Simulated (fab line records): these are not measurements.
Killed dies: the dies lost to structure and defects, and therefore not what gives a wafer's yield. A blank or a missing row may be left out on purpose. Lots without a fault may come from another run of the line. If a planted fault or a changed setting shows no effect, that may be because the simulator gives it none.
Chamber matching ; flow berkeley-cmos170 ; UCB170_GATE_ETCH_15 on rie-si-01 has 4 sister chambers
The step etches poly-Si in HBr/Cl2, stops on SiO2, time 56.3 s, target depth 278.2 nm. 4 wafers are shown with their chamber, then 7 later ones without.

== EACH WAFER AND ITS CHAMBER ==
wafer;chamber;throttle-valve-pct (%)
L304.4;3;27.01
L317.5;1;26.30
L318.1;2;26.75
L318.5;0;26.64

== WAFERS MISSING THEIR CHAMBER ==
wafer;throttle-valve-pct (%)
L318.6;26.99
L321.1;26.77
L321.3;26.99
L321.4;26.64
L324.2;27.02
L324.4;26.76
L324.6;26.33

== CHAMBER TAKEN BY EACH ==
wafer;from the rows above;in truth
L318.6;3;3
L321.1;2;2
L321.3;3;3
L321.4;0;0
L324.2;3;3
L324.4;2;2
L324.6;1;1
Placed correctly: 7 of 7. From these rows, 0 cannot be placed. 0 placed wrongly.
How it was worked out, from the rows above alone: a wafer's distance from a chamber is the root of the sum, over the readings, of the square of ((its reading less the chamber's mean) divided by the reading's scatter). The wafer belongs to the nearest chamber; if the next one is less than 2 further off, it can't be placed. For every chamber, the mean is computed from those of its wafers that are shown. The scatter: with one shown wafer a chamber, the root of the mean of the squares of how far each hidden wafer lies from its nearest shown one.
